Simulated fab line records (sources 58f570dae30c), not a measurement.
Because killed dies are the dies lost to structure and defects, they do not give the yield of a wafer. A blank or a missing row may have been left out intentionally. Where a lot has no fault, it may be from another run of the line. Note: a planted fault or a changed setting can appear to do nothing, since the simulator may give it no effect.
Matching of chambers | flow berkeleyCmos170 | 4 sister chambers for UCB170_V2_CMP_02 on cmp-01
The step polishes SiO2. 14 wafers are shown with their chamber, then 7 later ones without.

== WAFERS PAIRED WITH THEIR CHAMBERS ==
wafer  | chamber | motorCurrentA (A)
L728.1 | 0       | 17.9
L728.2 | 1       | 17.0
L728.4 | 2       | 16.6
L732.4 | 3       | 18.1
L732.5 | 2       | 16.4
L732.6 | 3       | 18.8
L737.4 | 0       | 18.7
L737.5 | 2       | 16.1
L737.6 | 1       | 16.2
L743.2 | 1       | 16.3
L743.3 | 0       | 18.3
L743.5 | 0       | 18.4
L745.2 | 2       | 15.8
L745.3 | 1       | 15.6

SIGNATURES (means of the wafers above)
reading       | chamber 0 | chamber 1 | chamber 2 | chamber 3 | scatter within a chamber
motorCurrentA | 18.325    | 16.275    | 16.225    | 18.450    | 0.439
Rule: a wafer's distance from a chamber is the root of the sum, over the readings, of the square of ((its reading less the chamber's mean) divided by the reading's scatter). If the next closest chamber is less than 2 further off than the closest, the wafer can't be placed; otherwise it belongs to the closest. The scatter is the square root of a quotient: the sum, over the shown wafers, of each reading's squared deviation from its chamber's mean, divided by wafers minus chambers.

== WAFERS MISSING THEIR CHAMBER ==
wafer  | motorCurrentA (A)
L745.6 | 17.6
L746.1 | 17.7
L746.2 | 18.7
L746.3 | 15.7
L747.3 | 16.2
L747.5 | 15.9
L747.6 | 16.3

== THE CHAMBER EACH PASSED THROUGH ==
wafer  | from the rows above               | in truth
L745.6 | can't be placed: 0 or 3 or 1 or 2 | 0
L746.1 | can't be placed: 0 or 3 or 1 or 2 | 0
L746.2 | can't be placed: 3 or 0           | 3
L746.3 | can't be placed: 2 or 1           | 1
L747.3 | can't be placed: 2 or 1           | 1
L747.5 | can't be placed: 2 or 1           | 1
L747.6 | can't be placed: 1 or 2           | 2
0 of 7 placed correctly. These rows do not allow placing 7 (true chamber among the candidates in 7). Number placed wrongly: 0.
